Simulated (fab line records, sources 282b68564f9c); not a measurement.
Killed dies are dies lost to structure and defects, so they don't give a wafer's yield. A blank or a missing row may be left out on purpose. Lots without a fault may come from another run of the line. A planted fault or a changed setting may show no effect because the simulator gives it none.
Which tool did it? | flow rit_cmos | 13 lots, 39 wafers sampled, at 6 steps of a route of 202

WHAT THE GAUGES READ, wafer by wafer
RIT_ACTIVE_BOW_MEAS_00.
lot  | measured    | on            | INCOMING_BOW (um)
L628 | day 1 15:00 | film_metro-03 | 5 2 -3
L630 | day 2 01:00 | film_metro-01 | 4 -5 6
L632 | day 2 11:00 | film_metro-03 | 2 7 -5
L633 | day 2 16:00 | film_metro-03 | -1 -4 10
L634 | day 2 21:01 | film_metro-03 | 7 -5 -1
L635 | day 3 02:00 | film_metro-02 | -3 7 -4
L639 | day 3 22:01 | film_metro-02 | -6 -14 -14
L643 | day 4 18:01 | film_metro-02 | -4 -2 -1
L644 | day 4 23:02 | film_metro-01 | 8 0 -1
L645 | day 5 04:00 | film_metro-01 | 18 1 3
L647 | day 5 14:01 | film_metro-03 | -13 4 -1
L648 | day 5 19:00 | film_metro-01 | -1 10 5
L649 | day 6 00:01 | film_metro-01 | 8 -6 -4

RIT_NSD_OVL_MEAS_06.
lot  | measured    | on         | NSD_OVL (nm)
L628 | day 3 04:53 | overlay-01 | 1.0 0.7 -0.5
L630 | day 3 15:46 | overlay-02 | 0.3 -0.2 0.1
L632 | day 4 03:27 | overlay-02 | 0.1 0.7 0.6
L633 | day 4 06:40 | overlay-01 | 0.6 -2.7 1.7
L634 | day 4 10:43 | overlay-01 | - - -
L635 | day 4 17:08 | overlay-01 | -1.7 -1.9 -0.8
L639 | day 5 13:55 | overlay-01 | -0.1 -0.9 2.2
L643 | day 6 06:21 | overlay-02 | 0.3 1.3 0.2
L644 | day 6 10:59 | overlay-02 | -2.2 -1.9 0.0
L645 | day 6 22:28 | overlay-01 | 1.7 2.6 1.5
L647 | day 7 02:15 | overlay-02 | -0.9 -0.4 0.2
L648 | day 7 08:23 | overlay-01 | 0.1 1.1 0.7
L649 | day 7 14:03 | overlay-02 | 0.1 -1.3 0.5

RIT_NSD_TW_MEAS_10.
lot  | measured    | on            | NSD_TW
L628 | day 3 05:24 | film_metro-02 | 3099 3083 3081
L630 | day 3 16:17 | film_metro-01 | 3113 3127 3123
L632 | day 4 03:58 | film_metro-01 | 3144 3144 3134
L633 | day 4 07:11 | film_metro-01 | 3143 3157 3145
L634 | day 4 11:13 | film_metro-01 | 30 30 30
L635 | day 4 17:38 | film_metro-03 | 3105 3103 3110
L639 | day 5 14:26 | film_metro-01 | 3127 3155 3137
L643 | day 6 06:56 | film_metro-02 | 3088 3084 3094
L644 | day 6 11:31 | film_metro-02 | 3096 3081 3099
L645 | day 6 22:59 | film_metro-01 | 3123 3119 3119
L647 | day 7 02:46 | film_metro-02 | 3070 3079 3076
L648 | day 7 08:53 | film_metro-02 | 3086 3082 3090
L649 | day 7 14:34 | film_metro-03 | 3076 3081 3073

RIT_PSD_TW_MEAS_10.
lot  | measured    | on            | PSD_TW
L628 | day 3 06:49 | film_metro-01 | 3432 3445 3438
L630 | day 3 17:42 | film_metro-02 | 3393 3380 3395
L632 | day 4 05:31 | film_metro-01 | 3436 3447 3438
L633 | day 4 08:36 | film_metro-01 | 3441 3464 3467
L634 | day 4 12:46 | film_metro-03 | 3610 3620 3598
L635 | day 4 19:11 | film_metro-02 | 3393 3390 3395
L639 | day 5 15:59 | film_metro-03 | 3349 3357 3367
L643 | day 6 08:25 | film_metro-03 | 3405 3420 3407
L644 | day 6 12:56 | film_metro-03 | 3368 3391 3385
L645 | day 7 00:38 | film_metro-02 | 3411 3382 3395
L647 | day 7 04:19 | film_metro-02 | 3377 3392 3384
L648 | day 7 10:19 | film_metro-03 | 3367 3373 3375
L649 | day 7 15:59 | film_metro-02 | 3394 3384 3391

WHICH TOOL RAN EACH LOT (tool, then ch and the chambers of the sampled wafers, then the start)
lot  | RIT_GATE_STRIP_20                   | RIT_NSD_EXPOSE_03
L628 | plasma_asher-02 ch 0,1, day 2 17:36 | iline_stepper-01 ch 0, day 3 04:29
L630 | plasma_asher-02 ch 0,1, day 3 05:43 | iline_stepper-01 ch 0, day 3 15:22
L632 | plasma_asher-01 ch 0,1, day 3 17:42 | iline_stepper-01 ch 0, day 4 03:03
L633 | plasma_asher-01 ch 0,1, day 3 19:23 | iline_stepper-01 ch 0, day 4 06:16
L634 | plasma_asher-02 ch 0,1, day 4 01:07 | iline_stepper-01 ch 0, day 4 10:19
L635 | plasma_asher-02 ch 1, day 4 07:29   | iline_stepper-01 ch 0, day 4 16:44
L639 | plasma_asher-01 ch 0,1, day 5 02:02 | iline_stepper-02 ch 0, day 5 13:32
L643 | plasma_asher-02 ch 0,1, day 5 20:28 | iline_stepper-01 ch 0, day 6 05:52
L644 | plasma_asher-02 ch 0,1, day 6 01:01 | iline_stepper-01 ch 0, day 6 10:37
L645 | plasma_asher-03 ch 0,1, day 6 11:44 | iline_stepper-01 ch 0, day 6 22:04
L647 | plasma_asher-01 ch 0,1, day 6 16:44 | iline_stepper-01 ch 0, day 7 01:52
L648 | plasma_asher-03 ch 0,1, day 6 22:26 | iline_stepper-02 ch 0, day 7 07:59
L649 | plasma_asher-02 ch 0, day 7 02:44   | iline_stepper-01 ch 0, day 7 13:40
- RIT_GATE_STRIP_20: strips in O2, time 180 s.
- RIT_NSD_EXPOSE_03: exposes mask M9, target cd 40700 nm.

WHAT THE TOOLS THEMSELVES READ (means of the sampled wafers that have a number; where no wafer has one, the mark that the record gives instead)
RIT_GATE_STRIP_20.
lot  | tool            | drypump_motor_current_A (A)
L628 | plasma_asher-02 | 5.6
L630 | plasma_asher-02 | 5.4
L632 | plasma_asher-01 | 5.2
L633 | plasma_asher-01 | 5.2
L634 | plasma_asher-02 | 5.4
L635 | plasma_asher-02 | 5.7
L639 | plasma_asher-01 | 5.2
L643 | plasma_asher-02 | 5.4
L644 | plasma_asher-02 | 5.6
L645 | plasma_asher-03 | 5.4
L647 | plasma_asher-01 | 5.2
L648 | plasma_asher-03 | 5.1
L649 | plasma_asher-02 | 5.3

RIT_NSD_EXPOSE_03.
lot  | tool             | focus_offset_nm (nm)
L628 | iline_stepper-01 | 0.2
L630 | iline_stepper-01 | -0.4
L632 | iline_stepper-01 | 0.2
L633 | iline_stepper-01 | 0.1
L634 | iline_stepper-01 | 0.7
L635 | iline_stepper-01 | -0.3
L639 | iline_stepper-02 | 0.1
L643 | iline_stepper-01 | -0.2
L644 | iline_stepper-01 | 0.0
L645 | iline_stepper-01 | -0.5
L647 | iline_stepper-01 | 0.1
L648 | iline_stepper-02 | -0.3
L649 | iline_stepper-01 | 0.4

THE ANSWER, worked out from the rows above alone
Rule: what is usual is taken from the lots themselves. Put in order of their means at a reading, lots are off if they are a third of the lots or fewer, leave a main group of 4 or more, and stand apart from it by a gap of 3 or more times the standard deviation of the main group's means; of several such gaps the widest counts. A main group whose means are all the same, to the digits that the tables above print for the reading, isn't used. A lot without any number at a reading at which 4 lots or more have one is off too. The other lots that the step has rows for count as sound. The gauges are gone through in route order, then the tools' own readings, and for those a lot's mean is taken as printed above. The first step at which some lot is off is used, and at that step the reading that is off furthest; a lot without a number counts as furthest.
Off: L634, at RIT_NSD_OVL_MEAS_06 (NSD_OVL). Without a number there: L634. The main group: mean 0.1 nm, standard deviation 0.88.
A tool fits if, at a process step before that reading, it ran every lot that is off, and no sound lot after the first of them. The gauges at RIT_NSD_OVL_MEAS_06 aren't tried: what is off there is off at RIT_NSD_TW_MEAS_10 too, on other tools, and a gauge's error can't cause that. None of those tried fits.

WHAT THE SIMULATOR HAD PUT IN
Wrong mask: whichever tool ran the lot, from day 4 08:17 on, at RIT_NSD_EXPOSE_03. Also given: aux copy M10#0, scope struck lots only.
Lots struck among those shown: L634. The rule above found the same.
